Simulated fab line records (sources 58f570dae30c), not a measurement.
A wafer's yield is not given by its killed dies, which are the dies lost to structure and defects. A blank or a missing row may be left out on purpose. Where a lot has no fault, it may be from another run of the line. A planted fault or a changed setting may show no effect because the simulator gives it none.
One fault seen from 2 desks | flow berkeley_cmos170 | every desk sees just its own numbers, and what lay behind them comes last

## TOOL OWNER'S DESK, plasma_asher-04
The tool's own readings at UCB170_NLDD_STRIP_10 (strips in O2): means of the sampled wafers that have a number, for each lot that ran on this tool. If a lot's mean is further than 4 standard deviations from the usual mean, the lot is out of limits and carries the mark OUT (the distance appears in the brackets).
Columns: A = chamber_pressure_mTorr at UCB170_NLDD_STRIP_10, usual 3500 mTorr; B = drypump_motor_current_A at UCB170_NLDD_STRIP_10, usual 5.8 A; C = oes_product_au at UCB170_NLDD_STRIP_10, usual 0.735 a.u.; D = strip_time_to_endpoint_s at UCB170_NLDD_STRIP_10, usual 21.61 s
lot  | first seen here | A    | B   | C               | D
L806 | day 8 22:33     | 3502 | 5.7 | 0.734           | 21.60
L807 | day 8 23:02     | 3500 | 6.0 | 0.737           | 21.59
L808 | day 9 18:14     | 3502 | 5.0 | 0.733           | 21.60
L810 | day 10 14:02    | 3498 | 5.7 | 0.981 (+57) OUT | -
L820 | day 13 11:55    | 3500 | 5.7 | 0.734           | 21.64
Finding of this desk: L810 out of limits; the first was L810 at day 10 14:02, on oes_product_au at UCB170_NLDD_STRIP_10. L806, L807, L808, L820 stayed within limits.

## AT THE METROLOGY DESK
What the gauges read for every lot (on any tool): the sampled wafers with a number, averaged. If a lot's mean is further than 4 standard deviations from the usual mean, the lot is out of limits and carries the mark OUT (the distance appears in the brackets).
Columns: A = cd_nm at UCB170_NLDD_CD_MEAS_06, usual 1199.9 nm; B = PSD_TW at UCB170_PSD_TW_MEAS_10, usual 2322
lot  | first seen here | A      | B
L799 | day 7 06:55     | 1199.8 | 2307
L801 | day 7 19:34     | 1198.7 | 2302
L806 | day 8 22:06     | 1198.3 | 2347
L804 | day 8 22:28     | 1197.6 | 2335
L807 | day 8 22:35     | 1201.6 | 2342
L808 | day 9 17:47     | 1202.0 | 2328
L811 | day 10 13:20    | 1198.8 | 2367
L810 | day 10 13:35    | 1198.5 | 30 (-99 or more) OUT
L815 | day 11 18:49    | 1200.3 | 2341
L814 | day 11 19:14    | 1199.2 | 2329
L820 | day 12 18:44    | 1198.9 | 2320
L821 | day 12 19:10    | 1200.7 | 2283
L822 | day 13 19:50    | 1198.5 | 2337
This desk's result: L810 out of limits, first on L810 (PSD_TW at UCB170_PSD_TW_MEAS_10), day 11 00:12. L799, L801, L806, L804, L807, L808, L811, L815, L814, L820, L821, L822 stayed within limits.

## PUT TOGETHER
An alarm could have come from the tool owner's desk at day 10 14:02, on L810.
An alarm was possible from the metrology desk at day 11 00:12, on L810.
The lots listed all ran UCB170_NLDD_STRIP_10 on plasma_asher-04.

## WHAT THE SIMULATOR PUT IN
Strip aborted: plasma_asher-04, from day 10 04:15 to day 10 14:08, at UCB170_NLDD_STRIP_10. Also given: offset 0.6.
Lots struck among those shown: L810.
Delay (hours) between the fault's onset and each desk's first out-of-limits reading: 10 at the tool owner's desk, 20 at the metrology desk.
